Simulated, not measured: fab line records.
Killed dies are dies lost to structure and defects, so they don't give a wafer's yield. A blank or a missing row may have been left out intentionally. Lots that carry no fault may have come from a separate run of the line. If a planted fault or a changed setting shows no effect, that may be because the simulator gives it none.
Which of the tools did it? -- flow berkeley cmos170 -- 7 lots with 21 wafers sampled at 3 steps, on a route of 331 steps

== WHAT EACH GAUGE READ, for each wafer ==
UCB170_V1_THK_MEAS_04.
lot,measured,on,V1_POLISHED_THK (nm)
L778,day 7 11:31,film metro-01,1000.7 1001.4 1001.9
L782,day 8 09:19,film metro-01,999.5 998.9 998.3
L784,day 8 23:34,film metro-01,1001.1 998.9 999.7
L787,day 9 16:01,film metro-02,999.7 998.9 998.0
L790,day 10 11:50,film metro-02,948.9 999.6 1001.0
L796,day 11 09:24,film metro-04,1000.9 1000.0 1000.4
L799,day 12 06:41,film metro-02,998.0 999.5 997.9

== EACH LOT AND THE TOOL THAT RAN IT (in order: tool; ch and the chambers of the sampled wafers; start) ==
lot,UCB170_CONTACT_STRIP_06,UCB170_V1_CVD_00
L778,"plasma asher-04 ch 0,1, day 7 01:34","pecvd-01 ch 0,1,2, day 7 10:35"
L782,"plasma asher-01 ch 0,1, day 8 00:31","pecvd-04 ch 0,1,2, day 8 08:44"
L784,"plasma asher-01 ch 0,1, day 8 14:12","pecvd-02 ch 0,1,2, day 8 22:55"
L787,"plasma asher-01 ch 0,1, day 9 07:41","pecvd-02 ch 0,1,2, day 9 15:22"
L790,"plasma asher-04 ch 0,1, day 10 04:07","pecvd-02 ch 1,2, day 10 11:11"
L796,"plasma asher-01 ch 0,1, day 10 23:33","pecvd-01 ch 0,2, day 11 08:44"
L799,"plasma asher-02 ch 0,1, day 11 21:02","pecvd-04 ch 0,1,2, day 12 06:06"
- UCB170_CONTACT_STRIP_06: strips in O2.
- UCB170_V1_CVD_00: deposits SiO2 from TEOS/O2, target thk 2000 nm, time 250 s.

== THE ANSWER, worked out from the rows above alone ==
Rule: the usual values come from the lots themselves. The widest of any qualifying gaps counts: lots, ordered by their means at a reading, are off when they make up no more than a third of the lots, leave a main group of 4 or more, and stand apart from it by 3 or more times the standard deviation of that group's means. Not used: any main group whose means are identical at the precision the tables above print for the reading. A lot without any number at a reading at which 4 lots or more have one is off too. Any other lot the step has rows for is counted as sound.
Off: L790, seen at UCB170_V1_THK_MEAS_04 (V1_POLISHED_THK). Main group: mean 999.6 nm, sd 1.
A tool fits if, at a process step before that reading, it ran every lot that is off, and no sound lot after the first of them. Gauges at UCB170_V1_THK_MEAS_04: tried the same way as those tools. Can't be told from this: 2 tools fit, plasma asher-04 at UCB170_CONTACT_STRIP_06, pecvd-02 at UCB170_V1_CVD_00.

== WHAT THE SIMULATOR HAD PUT IN ==
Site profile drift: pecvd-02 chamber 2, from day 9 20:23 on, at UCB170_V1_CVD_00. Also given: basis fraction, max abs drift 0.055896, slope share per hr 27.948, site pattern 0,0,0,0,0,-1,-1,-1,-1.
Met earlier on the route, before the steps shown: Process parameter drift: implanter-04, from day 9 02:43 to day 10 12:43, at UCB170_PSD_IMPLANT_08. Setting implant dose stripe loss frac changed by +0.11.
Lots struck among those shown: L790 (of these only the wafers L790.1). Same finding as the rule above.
